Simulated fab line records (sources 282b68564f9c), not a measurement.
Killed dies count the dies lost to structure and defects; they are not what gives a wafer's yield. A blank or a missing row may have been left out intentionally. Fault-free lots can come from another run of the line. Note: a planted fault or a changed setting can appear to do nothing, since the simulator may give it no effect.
Struck lot and sound lot, side by side -- flow rit_cmos -- 33 steps out of a route of 202
Sound: these wafers, L927.2, L927.3, L927.4. Wafers struck: L941.3, L941.4, L941.5. The cause is named last.
For every step that has rows: the tool of each side, followed by ch and its chambers, followed by its first start. Under that, the readings that differ: sound wafers -- struck wafers -- difference of the means -- sigmas: that difference in standard deviations of wafers without a fault.
alike: readings with means less than 2 such deviations apart, plus words and numbers identical on both sides. not compared: withheld readings, readings lacking a value on some wafer, bounds such as >300 that could conceal the same value, and numbers that have no deviation in the record and whose values overlap.
Wherever a step has rows on one side only, a row that says differs or no value, or a row with sigmas, the two part there. When numbers do not overlap yet have no deviation, they are printed without sigmas and do not part them. A reading missing from all wafers of one side parts the sides only when that side holds two or more wafers.

first, 6 steps without rows for these wafers: RIT_CONTACT_HMDS_02 (prime time 60 s); RIT_CONTACT_COAT_03 (resist thk 1000 nm); RIT_CONTACT_SOFTBAKE_04 (time 60 s); RIT_CONTACT_EXPOSE_05 (exposes mask M11, target cd 1000 nm); RIT_CONTACT_PEB_06; RIT_CONTACT_DEVELOP_07 (develop time 121.9 s).
RIT_CONTACT_CD_MEAS_08 targets a cd of 1000 nm.
  struck on cd_sem-01, day 7 18:01; sound on cd_sem-02, day 4 21:55
  alike: cd_nm
RIT_CONTACT_OVL_MEAS_09:
  struck on overlay-01, day 7 18:06; sound on overlay-02, day 4 22:02
  alike: CONTACT_OVL
then, 1 step without rows for these wafers: RIT_CONTACT_HARDBAKE_10 (time 60 s).
RIT_CONTACT_ETCH_11: etches SiO2 in CHF3/CF4/Ar, stops on TiSi2, target depth 480 nm, time 320 s.
  sound on rie_diel-04 ch 1,3, day 4 22:13; struck on rie_diel-03 ch 1,2, day 7 18:16
  alike: cf4_flow_sccm, chamber_pressure_mTorr, drypump_motor_current_A, oes_product_au, throttle_valve_pct
  not compared: rf_hours_counter_h
RIT_CONTACT_STRIP_12: strips in O2, time 180 s.
  sound on plasma_asher-01 ch 0,1, day 4 22:25; struck on plasma_asher-03 ch 0,1, day 7 18:32
  alike: chamber_pressure_mTorr, drypump_motor_current_A
  not compared: rf_hours_counter_h
RIT_CONTACT_CD_MEAS_90 targets a cd of 1000 nm.
  struck on cd_sem-01, day 7 18:41; sound on cd_sem-02, day 4 22:36
  alike: cd_nm
RIT_CONTACT_CLEAN_13: cleans in SC1, time 600 s.
  sound on wet_bench-02 ch 0, day 4 22:42; struck on wet_bench-01 ch 0, day 7 18:46
then, 1 step without rows for these wafers: RIT_CONTACT_CLEAN_14 (cleans in SC2, time 600 s).
RIT_M1_SPUTTER_00: material Al, target thk 400 nm, time 500 s.
  struck on pvd_sputter-01, day 7 19:08; sound on pvd_sputter-01, day 4 23:04
  alike: cathode_dc_power_W, chamber_pressure_pa, substrate_temp_c, throttle_valve_pct
RIT_M1_RS_MEAS_01: a four-point-probe measurement.
  struck on film_metro-02, day 7 19:28; sound on film_metro-02, day 4 23:23
  alike: M1_AL_RS
RIT_M1_THK_MEAS_02: measures by xrf.
  struck on film_metro-02, day 7 19:34; sound on film_metro-02, day 4 23:29
  alike: M1_AL_THK
then, 6 steps without rows for these wafers: RIT_M1_HMDS_03 (prime time 60 s); RIT_M1_COAT_04 (resist thk 1300 nm); RIT_M1_SOFTBAKE_05 (time 60 s); RIT_M1_EXPOSE_06 (exposes mask M12, target cd 2600 nm); RIT_M1_PEB_07; RIT_M1_DEVELOP_08 (develop time 68 s).
RIT_M1_CD_MEAS_09 targets a cd of 2600 nm.
  struck on cd_sem-02, day 7 20:31; sound on cd_sem-01, day 5 00:26
  alike: cd_nm
RIT_M1_OVL_MEAS_10:
  struck on overlay-01, day 7 20:37; sound on overlay-01, day 5 00:33
  alike: M1_OVL
then, 1 step without rows for these wafers: RIT_M1_HARDBAKE_11 (time 120 s).
RIT_M1_METAL_ETCH_12: etches Al in Cl2/BCl3, stops on SiO2, time 165 s, target depth 600 nm.
  sound on rie_metal-01 ch 0,1, day 5 00:50; struck on rie_metal-02 ch 0,1, day 7 20:58
reading,sound,struck,difference,sigmas
drypump_motor_current_A (A),5.1 5.4 5.1,6.2 6.1 6.2,+1.0,+2
throttle_valve_pct (%),8.20 8.44 8.20,8.51 8.49 8.52,+0.23,+2
  alike: chamber_pressure_mTorr, he_backside_leak_sccm, oes_product_au
  not compared: rf_hours_counter_h
then, 1 step without rows for these wafers: RIT_M1_STRIP_13 (strips in nmp, time 600 s).
RIT_M1_STRIP_14: strips in O2, time 180 s.
  sound on plasma_asher-04 ch 0,1, day 5 01:11; struck on plasma_asher-04 ch 0,1, day 7 21:19
  alike: chamber_pressure_mTorr, drypump_motor_current_A
  not compared: rf_hours_counter_h
RIT_M1_CD_MEAS_90 targets a cd of 2600 nm.
  struck on cd_sem-02, day 7 21:28; sound on cd_sem-02, day 5 01:23
  alike: cd_nm
then, 1 step without rows for these wafers: RIT_M1_ANNEAL_15 (time 1800 s).
RIT_M1_BOW_MEAS_16:
  struck on film_metro-02, day 7 23:05; sound on film_metro-01, day 5 04:16
  alike: M1_BOW
RIT_M1_PROBE_99:
  struck on prober-01, day 7 23:16; sound on prober-01, day 5 04:25
reading,sound,struck,difference,sigmas
hold,- - -,await_dispo/4.1h/release await_dispo/4.1h/release await_dispo/4.1h/release,no value on the sound wafers,
killed_at_contacts,0 0 0,36 36 35,+36,+99 or more
killed_dies,10 6 12,41 41 39,+31,+9
killed_on_rim,5 3 3,10 11 10,+7,+4
  alike: killed_at_front_end, killed_open, killed_short

## WHERE THEY PART
First at RIT_M1_METAL_ETCH_12; last, within this record, at RIT_M1_PROBE_99.

WHY: the cause the simulator had injected
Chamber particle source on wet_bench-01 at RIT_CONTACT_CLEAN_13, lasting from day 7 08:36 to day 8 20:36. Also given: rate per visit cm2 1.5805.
